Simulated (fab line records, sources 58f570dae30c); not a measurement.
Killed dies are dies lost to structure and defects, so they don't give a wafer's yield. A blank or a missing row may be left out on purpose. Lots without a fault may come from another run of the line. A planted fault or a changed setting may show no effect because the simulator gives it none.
One fault seen from 2 desks | flow berkeley_cmos170 | each desk has only its own numbers; what lay behind them comes last

THE METROLOGY DESK
What the gauges read, lot by lot, whatever tool the lot ran on: means of the sampled wafers that have a number. A lot is out of limits, marked OUT, if its mean lies more than 4 standard deviations from the usual mean; the brackets give that distance.
Columns: A = M1_OVL at UCB170_M1_OVL_MEAS_10, usual -3 nm; B = V1_POLISHED_THK at UCB170_V1_THK_MEAS_04, usual 1000.2 nm
lot  | first seen here | A  | B
L983 | day 7 10:31     | 4  | 999.4
L986 | day 7 18:36     | -6 | 1000.9
L985 | day 7 18:59     | -8 | 1000.6
L987 | day 8 08:14     | -3 | 999.3
L988 | day 8 08:32     | -7 | 1001.3
L989 | day 8 12:53     | -5 | 1000.4
L990 | day 8 15:02     | -4 | 999.7
L992 | day 9 06:18     | 1  | 999.6
L993 | day 9 08:14     | -6 | 1001.2
L996 | day 9 21:38     | 3  | 998.4
L997 | day 10 16:18    | -3 | 1000.5
L998 | day 10 16:40    | -7 | 999.9
L100 | day 10 20:00    | -3 | 1001.0
L104 | day 11 06:17    | -9 | 1001.1
This desk's finding: nothing out of limits on any of the 14 lots.

THE TOOL OWNER'S DESK: furnace-03
The tool's own readings at UCB170_SCREENOX_OXIDATION_01 (target thk 14.4 nm, ox time 2400 s): means of the sampled wafers that have a number, for each lot that ran on this tool. A lot is out of limits, marked OUT, if its mean lies more than 4 standard deviations from the usual mean; the brackets give that distance.
Columns: A = zone_power_load_pct at UCB170_SCREENOX_OXIDATION_01, usual 26.8 %; B = zone_power_source_pct at UCB170_SCREENOX_OXIDATION_01, usual 28.3 %
lot  | first seen here | A    | B
L987 | day 6 09:38     | 29.1 | 31.0
L988 | day 6 09:38     | 29.0 | 31.1
L989 | day 6 20:29     | 29.0 | 30.7
L992 | day 7 17:07     | 29.4 | 31.1
L993 | day 7 17:07     | 29.1 | 31.0
L997 | day 8 16:31     | 29.2 | 30.8
L998 | day 8 16:31     | 29.1 | 31.1
This desk's finding: nothing out of limits on any of the 7 lots.

PUT TOGETHER
The metrology desk saw nothing out of limits.
The tool owner's desk saw nothing out of limits.

WHAT THE SIMULATOR HAD PUT IN
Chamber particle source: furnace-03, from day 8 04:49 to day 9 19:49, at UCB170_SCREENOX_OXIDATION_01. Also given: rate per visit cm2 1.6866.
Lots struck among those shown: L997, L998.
